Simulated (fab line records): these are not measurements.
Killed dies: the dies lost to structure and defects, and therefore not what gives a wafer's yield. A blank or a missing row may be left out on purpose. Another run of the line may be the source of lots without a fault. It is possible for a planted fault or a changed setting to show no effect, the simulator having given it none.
Struck lot and sound lot, side by side -- flow berkeleyCmos170 -- 37 steps out of a route of 331
Sound: the wafers L652.3, L652.4, L652.5. The struck wafers were L642.1, L642.2, L642.6. Last of all comes the cause.
Each step with rows lists, per side, the tool, then ch with its chambers, then its first start. Under that, the readings that differ: sound wafers -- struck wafers -- difference of the means -- sigmas: that difference in standard deviations of wafers without a fault.
alike: a reading whose means differ by less than 2 such deviations, as well as words and numbers matching on both sides. not compared: withheld readings; readings where some wafer has no value; bounds like >300 that might hide an equal value; numbers whose values overlap and for which the record gives no deviation.
The two part at a step that has a row with sigmas, a row that says differs or no value, or rows on one side only. Non-overlapping numbers with no deviation appear without sigmas and do not part them. A reading that every wafer of one side lacks parts them only if that side has two wafers or more.

first, 1 step without rows for these wafers: UCB170_SPACER_CVD_00 (deposits SiO2 from TEOS/O2, target thk 376 nm, time 47 s).
UCB170_SPACER_THK_MEAS_01:
  struck on filmMetro-02, day 8 16:52; sound on filmMetro-02, day 10 14:22
  alike: SPACER_TEOS_THK
then, 1 step without rows for these wafers: UCB170_SPACER_ANNEAL_02 (time 1800 s).
UCB170_SPACER_ETCHBACK_03: etches SiO2 in CHF3/CF4/Ar, stops on Si, target depth 376 nm, time 100 s.
  sound on rieDiel-02 ch 0,2, day 10 18:48; struck on rieDiel-03 ch 0,2, day 8 22:58
  alike: drypumpMotorCurrentA, oesProductAu, throttleValvePct
  not compared: rfHoursCounterH
then, 6 steps without rows for these wafers: UCB170_PSD_HMDS_00 (prime time 60 s); UCB170_PSD_COAT_01 (resist thk 900 nm); UCB170_PSD_SOFTBAKE_02 (time 60 s); UCB170_PSD_EXPOSE_03 (exposes mask PSELECT MOD, target cd 1200 nm); UCB170_PSD_PEB_04; UCB170_PSD_DEVELOP_05 (develop time 45 s).
UCB170_PSD_CD_MEAS_06: target cd 1200 nm.
  struck on cdSem-02, day 9 00:01; sound on cdSem-02, day 10 20:37
  alike: cdNm
UCB170_PSD_OVL_MEAS_07:
  struck on overlay-01, day 9 00:08; sound on overlay-02, day 10 20:43
  alike: PSD_OVL
UCB170_PSD_IMPLANT_08:
  sound on implanter-02 ch 0, day 10 20:47; struck on implanter-03 ch 0, day 9 00:29
UCB170_PSD_STRIP_09: strips in O2.
  sound on plasmaAsher-03 ch 0,1, day 10 20:55; struck on plasmaAsher-01 ch 0,1, day 9 00:38
reading,sound,struck,difference,sigmas
oesProductAu (a.u.),0.600 0.608 0.595,0.524 0.522 0.516,-0.080,-19
stripTimeToEndpointS (s),29.47 29.53 29.46,37.64 37.72 37.75,+8.22,+99 or more
  alike: drypumpMotorCurrentA
  not compared: rfHoursCounterH
UCB170_PSD_TW_MEAS_10:
  struck on filmMetro-02, day 9 00:58; sound on filmMetro-02, day 10 21:00
reading,sound,struck,difference,sigmas
PSD_TW,2292 2317 2302,2822 2830 2829,+523,+44
then, 7 steps without rows for these wafers: UCB170_PSD_CLEAN_11 (cleans in SPM, time 600 s); UCB170_NSD_HMDS_00 (prime time 60 s); UCB170_NSD_COAT_01 (resist thk 900 nm); UCB170_NSD_SOFTBAKE_02 (time 60 s); UCB170_NSD_EXPOSE_03 (exposes mask NSELECT MOD, target cd 1200 nm); UCB170_NSD_PEB_04; UCB170_NSD_DEVELOP_05 (develop time 45 s).
UCB170_NSD_CD_MEAS_06: target cd 1200 nm.
  struck on cdSem-02, day 9 06:50; sound on cdSem-02, day 10 22:50
  alike: cdNm
UCB170_NSD_OVL_MEAS_07:
  struck on overlay-02, day 9 06:57; sound on overlay-02, day 10 22:55
  alike: NSD_OVL
next, for these wafers, 1 step has no rows: UCB170_NSD_IMPLANT_08.
UCB170_NSD_STRIP_09: strips in O2.
  sound on plasmaAsher-03 ch 0,1, day 10 23:08; struck on plasmaAsher-02 ch 0,1, day 9 07:08
  alike: drypumpMotorCurrentA, oesProductAu, stripTimeToEndpointS
  not compared: rfHoursCounterH
UCB170_NSD_TW_MEAS_10:
  struck on filmMetro-02, day 9 07:14; sound on filmMetro-01, day 10 23:13
reading,sound,struck,difference,sigmas
NSD_TW,4214 4205 4205,4147 4136 4134,-69,-2
then, 4 steps without rows for these wafers: UCB170_NSD_CLEAN_11 (cleans in SPM, time 600 s); UCB170_BACKSIDE_HMDS_00 (prime time 60 s); UCB170_BACKSIDE_COAT_01 (resist thk 900 nm); UCB170_BACKSIDE_SOFTBAKE_02 (time 60 s).
UCB170_BACKSIDE_STRIP_03: strips in O2.
  sound on plasmaAsher-04 ch 0,1, day 11 00:02; struck on plasmaAsher-02 ch 0,1, day 9 08:04
  alike: drypumpMotorCurrentA, oesProductAu, stripTimeToEndpointS
  not compared: rfHoursCounterH
then, 1 step without rows for these wafers: UCB170_BACKSIDE_CLEAN_04 (cleans in SPM, time 600 s).
UCB170_SDANNEAL_RTA_00: time 10 s.
  sound on rtpAnneal-01 ch 0, day 11 00:20; struck on rtpAnneal-02 ch 0, day 9 08:25
  alike: lampPowerPct, wafer_temp_C_max
UCB170_SDANNEAL_RTA_01: time 5 s.
  sound on rtpAnneal-01 ch 0, day 11 00:23; struck on rtpAnneal-02 ch 0, day 9 08:29
reading,sound,struck,difference,sigmas
lampPowerPct (%),41.7 41.8 41.8,40.2 40.2 40.2,-1.6,-2
  alike: wafer_temp_C_max
UCB170_SDANNEAL_RS_MEAS_02: a four-point-probe measurement.
  struck on filmMetro-02, day 9 08:58; sound on filmMetro-03, day 11 00:28
reading,sound,struck,difference,sigmas
PSD_RS (ohm/sq),75.75 75.27 75.56,53.38 53.38 53.46,-22.12,-85
UCB170_M3_PROBE_99:
  rows exist in the record for the sound wafers here (prober-02, day 12 02:50), none for the struck ones

== WHERE THEY PART ==
At UCB170_PSD_STRIP_09 first; at UCB170_M3_PROBE_99 last (within this record only).

WHY: whatever the simulator had introduced
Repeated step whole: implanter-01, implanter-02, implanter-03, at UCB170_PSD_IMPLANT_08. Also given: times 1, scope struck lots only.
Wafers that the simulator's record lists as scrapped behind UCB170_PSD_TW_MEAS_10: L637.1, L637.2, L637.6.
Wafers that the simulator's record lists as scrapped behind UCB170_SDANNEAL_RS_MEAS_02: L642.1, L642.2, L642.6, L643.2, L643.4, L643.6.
